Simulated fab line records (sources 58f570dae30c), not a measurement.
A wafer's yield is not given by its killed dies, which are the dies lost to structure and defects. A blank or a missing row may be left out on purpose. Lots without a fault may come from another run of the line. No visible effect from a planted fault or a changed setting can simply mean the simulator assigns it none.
Split-lot study + flow berkeley_cmos170 + 23 wafers read across 5 lots, on a route 331 steps long

## THE SPLIT ITSELF
At UCB170_M2_COAT_05 (resist thk 900 nm), the setting resist_thk_nm was moved away from the recipe's 900 nm on 9 of the 23 wafers read, by -5.3% to +1.8%. The other wafers ran this setting at the recipe's value.

Reading taken at the split's own step.

## THE READING
KrF_of_M2_COAT_05.thk_nm (the simulator's own value, which no gauge read), in nm, at UCB170_M2_COAT_05 (resist thk 900 nm). No usual value for it is given in the file. The 14 wafers here that ran the recipe average 899.1 nm, standard deviation 3 nm.

| wafer  | tool, chamber at the split | resist_thk_nm as run, nm | against the recipe | KrF_of_M2_COAT_05.thk_nm, nm | against lot-mates on the recipe |
|--------|----------------------------|--------------------------|--------------------|------------------------------|---------------------------------|
| L076.1 | litho_track-01, 0          | 915.9                    | +1.8%              | 911.9                        | +16.6                           |
| L076.2 | litho_track-01, 0          | 915.9                    | +1.8%              | 911.1                        | +15.8                           |
| L076.3 | litho_track-01, 0          | 900                      | recipe             | 897.4                        | -                               |
| L076.4 | litho_track-01, 0          | 900                      | recipe             | 893.2                        | -                               |
| L076.5 | litho_track-01, 0          | 915.9                    | +1.8%              | 910.8                        | +15.5                           |
| L078.1 | litho_track-03, 0          | 900                      | recipe             | 896.8                        | -                               |
| L078.4 | litho_track-03, 0          | 900                      | recipe             | 897.2                        | -                               |
| L078.6 | litho_track-03, 0          | 900                      | recipe             | 899.2                        | -                               |
| L081.1 | litho_track-03, 0          | 914.3                    | +1.6%              | 911.6                        | +11.8                           |
| L081.2 | litho_track-03, 0          | 900                      | recipe             | 901.5                        | -                               |
| L081.3 | litho_track-03, 0          | 914.3                    | +1.6%              | 912.5                        | +12.6                           |
| L081.5 | litho_track-03, 0          | 900                      | recipe             | 898.2                        | -                               |
| L081.6 | litho_track-03, 0          | 914.3                    | +1.6%              | 909.8                        | +9.9                            |
| L084.1 | litho_track-03, 0          | 900                      | recipe             | 902.1                        | -                               |
| L084.2 | litho_track-03, 0          | 900                      | recipe             | 905.8                        | -                               |
| L084.3 | litho_track-03, 0          | 900                      | recipe             | 900.6                        | -                               |
| L084.5 | litho_track-03, 0          | 900                      | recipe             | 900.6                        | -                               |
| L084.6 | litho_track-03, 0          | 900                      | recipe             | 900.2                        | -                               |
| L085.2 | litho_track-02, 0          | 852.5                    | -5.3%              | 849.3                        | -48.0                           |
| L085.3 | litho_track-02, 0          | 900                      | recipe             | 895.8                        | -                               |
| L085.4 | litho_track-02, 0          | 852.5                    | -5.3%              | 853.4                        | -43.9                           |
| L085.5 | litho_track-02, 0          | 900                      | recipe             | 898.9                        | -                               |
| L085.6 | litho_track-02, 0          | 852.5                    | -5.3%              | 854                          | -43.3                           |

THE FIT
A straight line over all 23 wafers: KrF_of_M2_COAT_05.thk_nm changes by +8.56 nm for each +1% of resist_thk_nm; r = +0.99; the points scatter about the line by 2.8 nm.
The same after taking each lot's own level away (the mean of its wafers on the recipe; 23 wafers): +8.48 nm for each +1%; r = +0.99; scatter 1.9 nm.
According to that fit, moving resist_thk_nm by its largest amount changes the reading by 45 nm.
Measured against the standard deviation above, the lots' own levels, which go from 895.30 to 901.86 nm, span 2.2 times it.
Hence the lot-to-lot level has little effect on the slope; both slopes agree.
Check: for one of the wafers moved furthest among these (-5.3%), held out of the fit, the line's prediction against its lot-mates is -43.6 nm. Against them it came out at -48 nm.

## THESE WAFERS: OTHER SPLITS
Other splits were also applied to these wafers ahead of the reading. Each is held against what the fit with the lots' levels taken away leaves over:
| other split on the same wafers    | wafers away from the commonest value | r with KrF_of_M2_COAT_05.thk_nm (lot level and that fit taken away) |
|-----------------------------------|--------------------------------------|---------------------------------------------------------------------|
| UCB170_PLDD_COAT_01 resist_thk_nm | 5                                    | +0.28                                                               |
| UCB170_NLDD_EXPOSE_03 dose_mj     | 7                                    | -0.33                                                               |
| UCB170_NLDD_PEB_04 peb_temp_c     | 5                                    | -0.01                                                               |
| UCB170_NSD_PEB_04 peb_temp_c      | 9                                    | +0.00                                                               |
| UCB170_CONTACT_PEB_13 peb_temp_c  | 11                                   | -0.12                                                               |
| UCB170_M1_COAT_04 spin_rpm        | 10                                   | +0.12                                                               |
| UCB170_M1_METAL_ETCH_12 time_s    | 8                                    | -0.38                                                               |

## THE WHOLE CHAIN: every reading that the file lists as answering this split, in the file's order
| step               | what it does      | reading                                                                   | change (the file's fit)              | r (the file's) |
|--------------------|-------------------|---------------------------------------------------------------------------|--------------------------------------|----------------|
| UCB170_M2_COAT_05  | resist thk 900 nm | KrF_of_M2_COAT_05.thk_nm (the simulator's own value, which no gauge read) | +8.49 nm for each +1% of the setting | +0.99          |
| UCB170_M2_STRIP_07 | strips in O2      | strip_time_to_endpoint_s                                                  | withheld for each +1% of the setting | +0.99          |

## THE FILE'S OWN FIT
KrF_of_M2_COAT_05.thk_nm changes by +8.49 nm for each +1% of resist_thk_nm, r = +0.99.
